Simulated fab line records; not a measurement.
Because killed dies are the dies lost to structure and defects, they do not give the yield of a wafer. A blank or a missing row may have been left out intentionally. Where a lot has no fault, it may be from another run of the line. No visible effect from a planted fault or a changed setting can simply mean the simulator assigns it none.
fab line records	flow rit_cmos
record: lots: 5	wafers: 15	last_day: 7
route steps=202 shown PSD@150 SDANNEAL@153 NSD@158 PLDD@159 NLDD@160 SILICIDE@161 CONTACT@168 M1@184
lots with no fault: from the same line, run without faults
start_h: the number of hours between the record's first day and the start of the first shown wafer of the lot	wait_h: hours from the lot's prior step to this one	" unchanged from the row above	L1.1+2: several wafers, shown together as one row	- no value, or no start was given	* or withheld: withheld	< > ~ a bound
route shown NAME@n: names a module that has steps shown in the file, with the first one's number in the route	usual: average and standard deviation across the fault-free wafers	same: alike in all rows	chamber/n: place in a boat	sites: the reading at each site	_std_site: the values' standard deviation	_edge_site: the outer-site mean with the inner-site mean subtracted	radius_mm: for every site, how far away it sits from the centre of the wafer	mask NAME#n: copy n	behind: tool/chamber where the wafer was last shaped	hold: reason for holding the lot/hours on hold/outcome of the hold	device: the n, p or np transistor that did not switch	end of line: tests run on the same wafers once the route is complete	a step without rows: its recipe alone	killed: not the wafer's yield, but the dies lost to structure and defects at the first sort	map: a wafer's dies, x killed, . not, _ none there
set.NAME: the setting that was run; set.NAME@STEP: the one run at that earlier step	model.NAME: the simulator's own value behind a step, which no gauge read
certain route steps with their lots: each step a table, each wafer a row
services: when a tool's chamber went out of use (start_h, in hours from the record's first day, below 0 if earlier), for how many hours, and the reason
== steps ==
step: RIT_PSD_IMPLANT_08
recipe: species: BF2	energy_kev: 27	dose_cm2: 5.057e+15	tilt_deg: 7
step: RIT_PSD_STRIP_09
recipe: chemistry: O2	time_s: 180	resist: NOVOLAK	platen_temp_c: withheld	power_w: 500	pressure_mtorr: 4000	o2_flow_sccm: 4000
step: RIT_PSD_TW_MEAS_10
usual: PSD_TW: 3431/15
lot.wafer	tool	chamber	start_h	wait_h	PSD_TW
L100.2	film_metro-02	-	65.08	0.1	3441
L100.3	"	-	"	"	3431
L100.5	"	-	"	"	3441
L105.3	film_metro-04	-	91.01	0.1	3413
L105.4	"	-	"	"	3415
L105.5	"	-	"	"	3417
L110.1	film_metro-02	-	115.06	0.1	3412
L110.2	"	-	"	"	3423
L110.3	"	-	"	"	3437
L117.1	film_metro-02	-	152.86	0.1	3454
L117.3	"	-	"	"	3445
L117.4	"	-	"	"	3465
L119.2	film_metro-04	-	160.96	0.1	3429
L119.3	"	-	"	"	3419
L119.4	"	-	"	"	3425
step: RIT_SDANNEAL_CLEAN_00
recipe: chemistry: SC1	mix: 3:3:50	time_s: 600	temp_c: 75
step: RIT_SDANNEAL_CLEAN_01
recipe: chemistry: dHF	dilution: 50:1	time_s: 30
step: RIT_SDANNEAL_CLEAN_02
recipe: chemistry: SC2	mix: 3:3:50	time_s: 600	temp_c: 75	dry: n2_spin
step: RIT_SDANNEAL_RTA_03
recipe: temp_c: 1050	time_s: 5	idle_temp_c: 600	ramp_up_c_per_s: 342	ramp_down_c_per_s: 171	cool_to_c: 600	ambient: N2
usual: ramp_up_c_per_s: 342.01/0.061	wafer_temp_C_max: 1053.5/1.1
same: time_s: 5
lot.wafer	tool	chamber	start_h	wait_h	ramp_up_c_per_s	wafer_temp_C_max
L100.2	rtp_anneal-01	0	65.51	0.0	342.03	1053.5
L100.3	"	0	"	"	342.01	1053.7
L100.5	"	0	"	"	342.03	1052.9
L105.3	rtp_anneal-02	0	91.48	0.0	341.96	1053.0
L105.4	"	0	"	"	342.05	1052.0
L105.5	"	0	"	"	342.07	1053.3
L110.1	rtp_anneal-01	0	115.49	0.0	342.06	1052.8
L110.2	"	0	"	"	341.99	1051.9
L110.3	"	0	"	"	342.03	1052.8
L117.1	rtp_anneal-02	0	153.30	0.0	342.04	1053.2
L117.3	"	0	"	"	342.11	1053.2
L117.4	"	0	"	"	341.89	1053.9
L119.2	rtp_anneal-02	0	161.40	0.0	341.96	1051.6
L119.3	"	0	"	"	342.08	1056.2
L119.4	"	0	"	"	342.10	1053.5
step: RIT_SDANNEAL_RS_MEAS_04
recipe: thk_meas_gauge: four-point-probe
usual: PSD_RS: 115.71/0.3
lot.wafer	tool	chamber	start_h	wait_h	PSD_RS[ohm/sq]
L100.2	film_metro-04	-	65.58	0.1	115.43
L100.3	"	-	"	"	115.51
L100.5	"	-	"	"	115.43
L105.3	film_metro-03	-	91.56	0.1	115.32
L105.4	"	-	"	"	115.51
L105.5	"	-	"	"	115.26
L110.1	film_metro-04	-	115.54	0.0	115.51
L110.2	"	-	"	"	115.58
L110.3	"	-	"	"	115.42
L117.1	film_metro-02	-	153.36	0.0	115.63
L117.3	"	-	"	"	115.82
L117.4	"	-	"	"	115.65
L119.2	film_metro-02	-	161.47	0.1	115.30
L119.3	"	-	"	"	115.27
L119.4	"	-	"	"	115.36
step: RIT_SDANNEAL_RS_MEAS_05
recipe: thk_meas_gauge: four-point-probe
usual: NSD_RS: 84.36/0.29
lot.wafer	tool	chamber	start_h	wait_h	NSD_RS[ohm/sq]
L100.2	film_metro-04	-	65.70	0.1	84.33
L100.3	"	-	"	"	84.20
L100.5	"	-	"	"	84.50
L105.3	film_metro-03	-	91.68	0.1	84.20
L105.4	"	-	"	"	84.23
L105.5	"	-	"	"	84.54
L110.1	film_metro-04	-	115.66	0.1	84.08
L110.2	"	-	"	"	84.31
L110.3	"	-	"	"	84.16
L117.1	film_metro-02	-	153.48	0.1	84.54
L117.3	"	-	"	"	84.44
L117.4	"	-	"	"	84.44
L119.2	film_metro-02	-	161.59	0.1	84.34
L119.3	"	-	"	"	84.59
L119.4	"	-	"	"	84.48
step: RIT_SDANNEAL_RS_MEAS_06
recipe: thk_meas_gauge: four-point-probe
usual: PLDD_RS: 178.4/0.48
lot.wafer	tool	chamber	start_h	wait_h	PLDD_RS[ohm/sq]
L100.2	film_metro-04	-	65.82	0.1	178.5
L100.3	"	-	"	"	177.9
L100.5	"	-	"	"	178.5
L105.3	film_metro-03	-	91.80	0.1	177.5
L105.4	"	-	"	"	177.7
L105.5	"	-	"	"	177.8
L110.1	film_metro-04	-	115.78	0.1	178.1
L110.2	"	-	"	"	178.8
L110.3	"	-	"	"	177.9
L117.1	film_metro-02	-	153.60	0.1	178.8
L117.3	"	-	"	"	178.7
L117.4	"	-	"	"	178.3
L119.2	film_metro-02	-	161.71	0.1	178.6
L119.3	"	-	"	"	178.7
L119.4	"	-	"	"	178.2
step: RIT_SDANNEAL_RS_MEAS_07
recipe: thk_meas_gauge: four-point-probe
usual: NLDD_RS: 152.6/0.63
lot.wafer	tool	chamber	start_h	wait_h	NLDD_RS[ohm/sq]
L100.2	film_metro-04	-	65.94	0.1	152.3
L100.3	"	-	"	"	152.0
L100.5	"	-	"	"	151.9
L105.3	film_metro-03	-	91.92	0.1	151.8
L105.4	"	-	"	"	151.6
L105.5	"	-	"	"	151.9
L110.1	film_metro-04	-	115.90	0.1	153.1
L110.2	"	-	"	"	153.3
L110.3	"	-	"	"	152.5
L117.1	film_metro-02	-	153.72	0.1	152.4
L117.3	"	-	"	"	152.1
L117.4	"	-	"	"	152.3
L119.2	film_metro-02	-	161.83	0.1	152.2
L119.3	"	-	"	"	152.1
L119.4	"	-	"	"	152.2
step: RIT_SILICIDE_WET_ETCH_00
recipe: chemistry: BOE	target: SiO2	target_depth_nm: 14	time_s: 15	dry: n2_spin	dilution: 10:1	temp_c: 21.5
step: RIT_SILICIDE_SPUTTER_01
recipe: material: Ti	target_thk_nm: 30	power_w: 350	chamber_pressure_pa: 0.667	gas: Ar	time_s: 240	substrate_temp_c: 25
usual: throttle_valve_pct: 30.0/0.85
lot.wafer	tool	chamber	start_h	wait_h	throttle_valve_pct	model.Ti_of_SILICIDE_SPUTTER_01.thk_nm
L100.2	pvd_sputter-02	-	66.05	0.0	31.0	30.23
L100.3	"	-	"	"	28.3	30.42
L100.5	"	-	"	"	29.8	30.17
L105.3	pvd_sputter-04	-	92.01	0.0	30.7	29.6
L105.4	"	-	"	"	30.7	29.71
L105.5	"	-	"	"	29.2	29.38
L110.1	pvd_sputter-02	-	116.04	0.0	31.2	21.8
L110.2	"	-	"	"	30.0	30.32
L110.3	"	-	"	"	30.1	30.09
L117.1	pvd_sputter-04	-	153.85	0.0	29.4	29.65
L117.3	"	-	"	"	29.2	30.46
L117.4	"	-	"	"	30.5	30.16
L119.2	pvd_sputter-04	-	161.94	0.0	29.1	30.33
L119.3	"	-	"	"	29.3	29.66
L119.4	"	-	"	"	30.5	30.04
step: RIT_SILICIDE_RS_MEAS_02
recipe: thk_meas_gauge: four-point-probe	reads: Ti_of_SILICIDE_SPUTTER_01
usual: SILICIDE_TI_RS: 48.0/0.79
lot.wafer	tool	chamber	start_h	wait_h	hold	SILICIDE_TI_RS[ohm/sq]
L100.2	film_metro-02	-	66.24	0.1	-	47.3
L100.3	"	-	"	"	-	47.0
L100.5	"	-	"	"	-	47.6
L105.3	film_metro-02	-	92.20	0.1	-	48.7
L105.4	"	-	"	"	-	48.5
L105.5	"	-	"	"	-	49.1
L110.1	film_metro-04	-	116.19	0.1	await_dispo/0.2h/release	71.6
L110.2	"	-	"	"	await_dispo/0.2h/release	47.2
L110.3	"	-	"	"	await_dispo/0.2h/release	47.7
L110.1	film_metro-04	-	116.47	0.3	-	72.5
L110.2	"	-	"	"	-	47.6
L110.3	"	-	"	"	-	48.1
L117.1	film_metro-01	-	154.00	0.1	-	48.6
L117.3	"	-	"	"	-	47.0
L117.4	"	-	"	"	-	47.5
L119.2	film_metro-04	-	162.11	0.1	-	47.1
L119.3	"	-	"	"	-	48.4
L119.4	"	-	"	"	-	47.7
step: RIT_SILICIDE_THK_MEAS_03
recipe: thk_meas_gauge: xrf	reads: Ti_of_SILICIDE_SPUTTER_01
usual: SILICIDE_TI_THK: 29.4/0.45
lot.wafer	tool	chamber	start_h	wait_h	hold	SILICIDE_TI_THK[nm]
L100.2	film_metro-02	-	66.35	0.1	-	29.9
L100.3	"	-	"	"	-	30.1
L100.5	"	-	"	"	-	29.7
L105.3	film_metro-02	-	92.30	0.1	-	29.3
L105.4	"	-	"	"	-	29.4
L105.5	"	-	"	"	-	29.0
L110.1	film_metro-04	-	118.26	1.8	await_dispo/0.2h/release	21.6
L110.2	"	-	"	"	await_dispo/0.2h/release	30.1
L110.3	"	-	"	"	await_dispo/0.2h/release	30.0
L110.1	film_metro-04	-	118.59	0.3	-	21.6
L110.2	"	-	"	"	-	30.1
L110.3	"	-	"	"	-	30.0
L117.1	film_metro-01	-	154.12	0.1	-	29.0
L117.3	"	-	"	"	-	29.9
L117.4	"	-	"	"	-	29.9
L119.2	film_metro-04	-	162.22	0.1	-	29.9
L119.3	"	-	"	"	-	29.4
L119.4	"	-	"	"	-	29.6
step: RIT_SILICIDE_RTA_04
recipe: temp_c: 650	time_s: 10	idle_temp_c: 25	ramp_up_s: 5	ramp_down_s: 5	cool_to_c: 25	ambient: N2
usual: wafer_temp_C_max: 652.5/0.57
same: time_s: 10
lot.wafer	tool	chamber	start_h	wait_h	hold	wafer_temp_C_max
L100.2	rtp_anneal-02	0	66.41	0.1	-	652.2
L100.3	"	0	"	"	-	652.5
L100.5	"	0	"	"	-	652.2
L105.3	rtp_anneal-01	0	92.37	0.1	-	652.3
L105.4	"	0	"	"	-	652.6
L105.5	"	0	"	"	-	651.7
L110.1	rtp_anneal-02	0	120.33	1.7	await_dispo/1.7h/release	652.0
L110.2	"	0	"	"	await_dispo/1.7h/release	651.9
L110.3	"	0	"	"	await_dispo/1.7h/release	652.1
L117.1	rtp_anneal-01	0	154.18	0.1	-	652.6
L117.3	"	0	"	"	-	652.8
L117.4	"	0	"	"	-	652.1
L119.2	rtp_anneal-01	0	162.28	0.1	-	651.8
L119.3	"	0	"	"	-	653.1
L119.4	"	0	"	"	-	652.2
step: RIT_SILICIDE_WET_ETCH_05
recipe: chemistry: SPM	target: Ti	temp_c: 90	time_s: 120	dry: n2_spin
step: RIT_SILICIDE_RTA_06
recipe: temp_c: 750	time_s: 10	idle_temp_c: 25	ramp_up_s: 5	ramp_down_s: 10	cool_to_c: 25	ambient: N2
usual: wafer_temp_C_max: 752.9/0.58
same: time_s: 10
lot.wafer	tool	chamber	start_h	wait_h	wafer_temp_C_max
L100.2	rtp_anneal-01	0	66.52	0.0	751.4
L100.3	"	0	"	"	753.2
L100.5	"	0	"	"	753.2
L105.3	rtp_anneal-02	0	92.47	0.0	751.9
L105.4	"	0	"	"	751.8
L105.5	"	0	"	"	752.6
L110.1	rtp_anneal-01	0	120.52	0.0	752.5
L110.2	"	0	"	"	752.7
L110.3	"	0	"	"	752.7
L117.1	rtp_anneal-02	0	154.29	0.0	752.9
L117.3	"	0	"	"	753.1
L117.4	"	0	"	"	752.9
L119.2	rtp_anneal-02	0	162.39	0.0	753.0
L119.3	"	0	"	"	752.7
L119.4	"	0	"	"	753.1
step: RIT_CONTACT_CVD_00
recipe: material: SiO2	target_thk_nm: 400	precursor: TEOS	temp_c: 390	time_s: 61	rf_w: 400
step: RIT_CONTACT_THK_MEAS_01
recipe: reads: SiO2_of_CONTACT_CVD_00
usual: CONTACT_TEOS_THK: 402/5.5
lot.wafer	tool	chamber	start_h	wait_h	CONTACT_TEOS_THK[nm]
L100.2	film_metro-03	-	66.63	0.0	399
L100.3	"	-	"	"	408
L100.5	"	-	"	"	411
L105.3	film_metro-04	-	92.59	0.0	401
L105.4	"	-	"	"	402
L105.5	"	-	"	"	402
L110.1	film_metro-01	-	120.64	0.0	395
L110.2	"	-	"	"	392
L110.3	"	-	"	"	394
L117.1	film_metro-04	-	154.41	0.0	403
L117.3	"	-	"	"	401
L117.4	"	-	"	"	410
L119.2	film_metro-04	-	162.51	0.0	392
L119.3	"	-	"	"	395
L119.4	"	-	"	"	392
step: RIT_CONTACT_HMDS_02
recipe: prime_time_s: 60	prime_temp_c: 140
step: RIT_CONTACT_COAT_03
recipe: resist: NOVOLAK	spin_rpm: 3250	resist_thk_nm: 983.7
step: RIT_CONTACT_SOFTBAKE_04
recipe: resist: NOVOLAK	temp_c: 90	time_s: 60
step: RIT_CONTACT_EXPOSE_05
recipe: mask_id: M11	na: 0.6	source_shape: conventional	sigma_outer: 0.5	target_cd_nm: 1000	dose_mj: 250
step: RIT_CONTACT_PEB_06
recipe: resist: NOVOLAK	temp_c: withheld	time_s: withheld
step: RIT_CONTACT_DEVELOP_07
recipe: resist: NOVOLAK	develop_time_s: 120	dev_temp_c: 23
step: RIT_CONTACT_CD_MEAS_08
recipe: target_cd_nm: 1000
usual: cd_nm: 1000.4/1.8
lot.wafer	tool	chamber	start_h	wait_h	cd_nm
L100.2	cd_sem-01	-	67.80	-	1002.4
L100.3	"	-	"	"	1000.3
L100.5	"	-	"	"	1001.7
L105.3	cd_sem-02	-	94.01	-	999.8
L105.4	"	-	"	"	1002.1
L105.5	"	-	"	"	999.0
L110.1	cd_sem-02	-	121.82	-	1003.3
L110.2	"	-	"	"	1004.0
L110.3	"	-	"	"	1002.5
L117.1	cd_sem-02	-	155.43	-	997.4
L117.3	"	-	"	"	1000.7
L117.4	"	-	"	"	998.0
L119.2	cd_sem-02	-	163.58	-	997.5
L119.3	"	-	"	"	1001.5
L119.4	"	-	"	"	999.7
step: RIT_CONTACT_OVL_MEAS_09
usual: CONTACT_OVL: 0.5/1.4
lot.wafer	tool	chamber	start_h	wait_h	CONTACT_OVL[nm]
L100.2	overlay-01	-	67.90	0.1	-0.5
L100.3	"	-	"	"	0.8
L100.5	"	-	"	"	-0.7
L105.3	overlay-02	-	94.10	0.1	3.5
L105.4	"	-	"	"	1.6
L105.5	"	-	"	"	2.6
L110.1	overlay-01	-	121.94	0.1	-0.7
L110.2	"	-	"	"	-1.5
L110.3	"	-	"	"	0.9
L117.1	overlay-02	-	155.55	0.1	1.1
L117.3	"	-	"	"	2.0
L117.4	"	-	"	"	2.4
L119.2	overlay-01	-	163.69	0.1	-1.1
L119.3	"	-	"	"	-1.8
L119.4	"	-	"	"	-1.3
step: RIT_CONTACT_HARDBAKE_10
recipe: resist: NOVOLAK	temp_c: 140	time_s: 60
step: RIT_CONTACT_ETCH_11
recipe: target_depth_a: 4800	over_etch_frac: 0.2	stop_on: TiSi2	chemistry: CHF3/CF4/Ar	target: SiO2	CHF3_flow_sccm: 50	cf4_flow_sccm: 10	Ar_flow_sccm: 100	O2_flow_sccm: 5	pressure_mtorr: 100	rf_w: 200	time_s: 320
usual: cf4_flow_sccm: 9.998/0.03	drypump_motor_current_A: 5.7/0.37	oes_product_au: 0.985/0.017	throttle_valve_pct: 8.90/0.11
same: time_s: 320
lot.wafer	tool	chamber	start_h	wait_h	cf4_flow_sccm	drypump_motor_current_A	oes_product_au	rf_hours_counter_h	throttle_valve_pct
L100.2	rie_diel-01	0	68.08	0.1	9.957	5.6	0.981	123	9.01
L100.3	"	3	"	"	9.977	5.6	0.985	31	8.87
L100.5	"	2	"	"	9.984	6.1	1.021	-	9.08
L105.3	rie_diel-01	0	94.28	0.1	10.065	5.6	0.990	124	9.02
L105.4	"	1	"	"	10.007	5.2	0.984	13	8.81
L105.5	"	3	"	"	9.987	5.7	0.986	-	8.85
L110.1	rie_diel-02	1	122.25	0.1	10.001	5.6	0.994	30	9.00
L110.2	"	0	"	"	9.961	5.9	0.987	62	8.90
L110.3	"	2	"	"	10.002	6.2	0.953	20	8.70
L117.1	rie_diel-01	1	155.74	0.1	10.022	5.2	0.985	14	8.79
L117.3	"	0	"	"	9.944	5.6	0.983	125	9.02
L117.4	"	2	"	"	9.954	6.1	1.019	74	9.07
L119.2	rie_diel-03	0	163.87	0.1	10.049	5.6	0.995	5	9.00
L119.3	"	2	"	"	10.046	5.2	0.980	13	8.84
L119.4	"	1	"	"	9.993	6.0	0.964	9	8.82
step: RIT_CONTACT_STRIP_12
recipe: chemistry: O2	time_s: 180	resist: NOVOLAK	platen_temp_c: withheld	power_w: 500	pressure_mtorr: 4000	o2_flow_sccm: 4000
usual: drypump_motor_current_A: 5.5/0.48
same: time_s: 180
lot.wafer	tool	chamber	start_h	wait_h	drypump_motor_current_A	rf_hours_counter_h
L100.2	plasma_asher-02	1	68.28	0.1	4.8	35
L100.3	"	1	"	"	4.9	-
L100.5	"	1	"	"	4.9	-
L105.3	plasma_asher-02	0	94.53	0.2	6.3	-
L105.4	"	1	"	"	4.9	-
L105.5	"	0	"	"	6.3	-
L110.1	plasma_asher-03	0	122.44	0.1	5.2	51
L110.2	"	1	"	"	6.0	51
L110.3	"	0	"	"	5.1	-
L117.1	plasma_asher-04	1	155.93	0.1	5.6	41
L117.3	"	1	"	"	5.6	-
L117.4	"	0	"	"	5.2	-
L119.2	plasma_asher-04	0	164.06	0.1	5.2	42
L119.3	"	1	"	"	5.6	-
L119.4	"	0	"	"	5.2	-
step: RIT_CONTACT_CD_MEAS_90
recipe: target_cd_nm: 1000
usual: cd_nm: 1000.4/1.9
lot.wafer	tool	chamber	start_h	wait_h	cd_nm
L100.2	cd_sem-01	-	68.47	0.1	1002.1
L100.3	"	-	"	"	1000.2
L100.5	"	-	"	"	1002.4
L105.3	cd_sem-01	-	94.77	0.2	999.7
L105.4	"	-	"	"	1002.0
L105.5	"	-	"	"	999.1
L110.1	cd_sem-01	-	122.62	0.1	1003.4
L110.2	"	-	"	"	1003.9
L110.3	"	-	"	"	1003.1
L117.1	cd_sem-01	-	156.11	0.1	997.3
L117.3	"	-	"	"	1001.2
L117.4	"	-	"	"	998.6
L119.2	cd_sem-01	-	164.26	0.1	998.0
L119.3	"	-	"	"	1001.4
L119.4	"	-	"	"	999.4
step: RIT_CONTACT_CLEAN_13
recipe: chemistry: SC1	mix: 3:3:50	time_s: 600	temp_c: 75
step: RIT_CONTACT_CLEAN_14
recipe: chemistry: SC2	mix: 3:3:50	time_s: 600	temp_c: 75	dry: n2_spin
step: RIT_M1_SPUTTER_00
recipe: material: Al	target_thk_nm: 400	power_w: 2000	chamber_pressure_pa: 0.4	gas: Ar	time_s: 500	substrate_temp_c: 25
step: RIT_M1_RS_MEAS_01
recipe: thk_meas_gauge: four-point-probe	reads: Al_of_M1_SPUTTER_00
usual: M1_AL_RS: 0.0734/0.00091
lot.wafer	tool	chamber	start_h	wait_h	M1_AL_RS[ohm/sq]
L100.2	film_metro-02	-	69.25	0.2	0.0732
L100.3	"	-	"	"	0.0732
L100.5	"	-	"	"	0.0733
L105.3	film_metro-03	-	95.55	0.2	0.0750
L105.4	"	-	"	"	0.0742
L105.5	"	-	"	"	0.0745
L110.1	film_metro-04	-	123.40	0.1	0.0740
L110.2	"	-	"	"	0.0738
L110.3	"	-	"	"	0.0742
L117.1	film_metro-04	-	156.92	0.2	0.0722
L117.3	"	-	"	"	0.0735
L117.4	"	-	"	"	0.0744
L119.2	film_metro-02	-	165.04	0.2	0.0731
L119.3	"	-	"	"	0.0734
L119.4	"	-	"	"	0.0723
step: RIT_M1_THK_MEAS_02
recipe: thk_meas_gauge: xrf	reads: Al_of_M1_SPUTTER_00
usual: M1_AL_THK: 404/5.5
lot.wafer	tool	chamber	start_h	wait_h	M1_AL_THK[nm]
L100.2	film_metro-02	-	69.36	0.1	405
L100.3	"	-	"	"	407
L100.5	"	-	"	"	408
L105.3	film_metro-03	-	95.65	0.1	395
L105.4	"	-	"	"	398
L105.5	"	-	"	"	396
L110.1	film_metro-04	-	123.52	0.1	401
L110.2	"	-	"	"	404
L110.3	"	-	"	"	399
L117.1	film_metro-04	-	157.04	0.1	412
L117.3	"	-	"	"	403
L117.4	"	-	"	"	400
L119.2	film_metro-02	-	165.15	0.1	408
L119.3	"	-	"	"	407
L119.4	"	-	"	"	411
step: RIT_M1_HMDS_03
recipe: prime_time_s: 60	prime_temp_c: 140
step: RIT_M1_COAT_04
recipe: resist: NOVOLAK	spin_rpm: 2000	resist_thk_nm: 1300
step: RIT_M1_SOFTBAKE_05
recipe: resist: NOVOLAK	temp_c: 89.34	time_s: 60
step: RIT_M1_EXPOSE_06
recipe: mask_id: M12	na: 0.6	source_shape: conventional	sigma_outer: 0.5	target_cd_nm: 2600	dose_mj: 250
step: RIT_M1_PEB_07
recipe: resist: NOVOLAK	temp_c: withheld	time_s: withheld
step: RIT_M1_METAL_ETCH_12
recipe: stop_on: SiO2	chemistry: Cl2/BCl3	target: Al	time_s: 165	over_etch_frac: 0.5	pressure_mtorr: 100	target_depth_a: 6000	rf_w: 257	Cl2_flow_sccm: 60	bcl3_flow_sccm: 50
usual: drypump_motor_current_A: 5.9/0.4	he_backside_leak_sccm: 3.4/0.36	oes_product_au: 0.772/0.012	throttle_valve_pct: 8.26/0.08
same: time_s: 165
lot.wafer	tool	chamber	start_h	wait_h	drypump_motor_current_A	he_backside_leak_sccm	oes_product_au	rf_hours_counter_h	throttle_valve_pct	model.M1.cd_nm
L100.2	rie_metal-03	0	70.91	0.2	6.1	3.6	0.785	36	8.36	2599
L100.3	"	1	"	"	6.0	3.4	0.781	-	8.26	2606
L100.5	"	0	"	"	6.1	3.6	0.776	-	8.35	2601
L105.3	rie_metal-02	1	97.15	0.2	5.6	2.9	0.764	-	8.29	2599
L105.4	"	0	"	"	6.6	3.1	0.752	-	8.11	2600
L105.5	"	0	"	"	6.6	3.3	0.751	-	8.10	2601
L110.1	rie_metal-04	0	128.32	0.2	5.3	3.2	0.759	1	8.34	2576
L110.2	"	1	"	"	5.9	3.8	0.775	1	8.23	2577
L110.3	"	1	"	"	5.9	3.6	0.776	-	8.24	2576
L117.1	rie_metal-03	0	158.59	0.2	6.2	3.3	0.775	0	8.33	2596
L117.3	"	0	"	"	6.2	3.2	0.772	-	8.34	2593
L117.4	"	1	"	"	6.0	3.5	0.766	-	8.23	2595
L119.2	rie_metal-02	1	166.48	0.2	5.6	3.0	0.790	4	8.30	2597
L119.3	"	1	"	"	5.6	3.0	0.767	-	8.29	2594
L119.4	"	0	"	"	6.6	3.4	0.768	-	8.12	2602
step: RIT_M1_PROBE_99
usual: killed_at_M0_to_M3: 0.0/0.14	killed_at_front_end: 7.2/2.9	killed_dies: 7.3/2.9	killed_open: 3.6/1.9	killed_short: 3.8/1.9
same: gross_dies: 264	killed_at_M4_up: 0	killed_at_back_side: 0	killed_at_contacts: 0	killed_at_other: 0
lot.wafer	tool	chamber	start_h	wait_h	killed_at_M0_to_M3	killed_at_front_end	killed_dies	killed_open	killed_short
L105.3	prober-01	-	101.09	0.2	0	5	5	2	3
L105.4	prober-01	-	101.14	0.2	0	3	3	2	1
L105.5	prober-01	-	101.19	0.2	0	4	4	2	2
L110.1	prober-02	-	130.57	0.1	0	6	6	5	1
L110.2	prober-02	-	130.62	0.1	0	6	6	3	3
L110.3	prober-02	-	130.67	0.2	0	5	5	1	4
L119.2	prober-01	-	168.79	0.1	0	6	6	5	1
L119.3	prober-01	-	168.84	0.2	0	4	4	2	2
L119.4	prober-01	-	168.89	0.2	0	16	16	9	7
killed by level:class
L105.3 GATE:geometric_particle:open=2 GATE:geometric_particle:short=2 SPACER:geometric_particle:short=1
L105.4 GATE:geometric_particle:open=2 SPACER:geometric_particle:short=1
L105.5 FOX1:geometric_particle:open=1 FOX2:geometric_particle:short=1 SPACER:geometric_particle:short=1 SPACER:geometric_particle:open=1
L110.1 GATE:geometric_particle:open=4 FOX1:geometric_particle:open=1 SPACER:geometric_particle:short=1
L110.2 GATE:geometric_particle:open=2 FOX2:geometric_particle:short=1 GATE:geometric_particle:short=1 REOX:geometric_particle:short=1 SILICIDE:geometric_particle:open=1
L110.3 GATE:geometric_particle:short=3 GATE:geometric_particle:open=1 SILICIDE:geometric_particle:short=1
L119.2 GATE:geometric_particle:open=3 SPACER:geometric_particle:open=2 SILICIDE:geometric_particle:short=1
L119.3 GATE:geometric_particle:open=1 GATE:geometric_particle:short=1 REOX:geometric_particle:short=1 SPACER:geometric_particle:open=1
L119.4 GATE:geometric_particle:open=4 FOX2:geometric_particle:open=2 GATE:geometric_particle:short=2 SPACER:geometric_particle:open=2 SPACER:geometric_particle:short=2 FOX1:geometric_particle:short=1 FOX2:geometric_particle:short=1 REOX:geometric_particle:short=1
== services ==
tool	chamber	start_h	hours	kind
rie_metal-03	-	45.42	2.8	pm
rie_diel-02	2	47.53	3.1	repair
rie_diel-02	0	54.83	2.9	repair
rie_diel-03	1	76.94	5.7	repair
rie_diel-01	2	77.17	2.2	repair
rie_diel-02	1	86.78	10.0	repair
rie_diel-01	2	89.83	1.3	repair
rie_diel-02	3	92.04	7.8	repair
pvd_sputter-04	-	94.50	0.7	repair
plasma_asher-02	-	108.75	9.0	pm
plasma_asher-02	0	108.75	9.0	vent_cycle
plasma_asher-02	1	108.75	9.0	vent_cycle
rie_metal-04	1	109.33	1.5	repair
rie_diel-03	2	116.15	2.5	repair
plasma_asher-02	-	117.75	2.8	pm
plasma_asher-02	0	117.75	-	clean
plasma_asher-02	1	117.75	-	clean
rie_diel-03	-	120.86	4.3	pm
rie_metal-02	-	132.35	1.4	pm
rie_diel-01	0	135.18	18.1	repair
rie_metal-03	-	136.12	20.0	pm
rie_metal-04	-	143.40	0.5	repair
rie_diel-03	3	146.38	4.0	repair
rie_diel-02	0	147.44	1.9	repair
== key ==
first_sign: step: RIT_SILICIDE_RS_MEAS_02	reading: visit	direction: added
effect: step: RIT_SILICIDE_RS_MEAS_02	reading: SILICIDE_TI_RS	direction: up	sigmas: 30	usual: 48.0	struck: 71.6
effect: step: RIT_SILICIDE_THK_MEAS_03	reading: visit	direction: added
effect: step: RIT_SILICIDE_THK_MEAS_03	reading: SILICIDE_TI_THK	direction: down	sigmas: 18	usual: 29.4	struck: 21.6
model_effect: step: RIT_SILICIDE_SPUTTER_01	value: Ti_of_SILICIDE_SPUTTER_01.thk_nm	without: 30.08	struck: 21.8
model_effect: step: RIT_M1_METAL_ETCH_12	value: M1.cd_nm	without: 2600	struck: 2576
met_at RIT_SILICIDE_SPUTTER_01
struck_wafers L110.1
tester_left_out L110
loop_trim: step: RIT_M1_EXPOSE_06	setting: dose	lots: L110
onset_between 66.05 116.04
fault: kind: process_parameter_drift	tool: pvd_sputter-02	chamber: -	onset_h: 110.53	steps: RIT_SILICIDE_SPUTTER_01	channel: time_s	offset: *	shape: step	end_h: 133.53	stated: *	scope: struck_wafers_only
tester_left_out: of these lots the tester's yield and bins aren't shown, on N5 and GAA mostly nor the transistor test; their killed dies are dies lost to structure and defects alone, not to doping, threshold or leakage, so they don't give the yield
loop_trim: a control loop set the setting to another value than it would have without faults
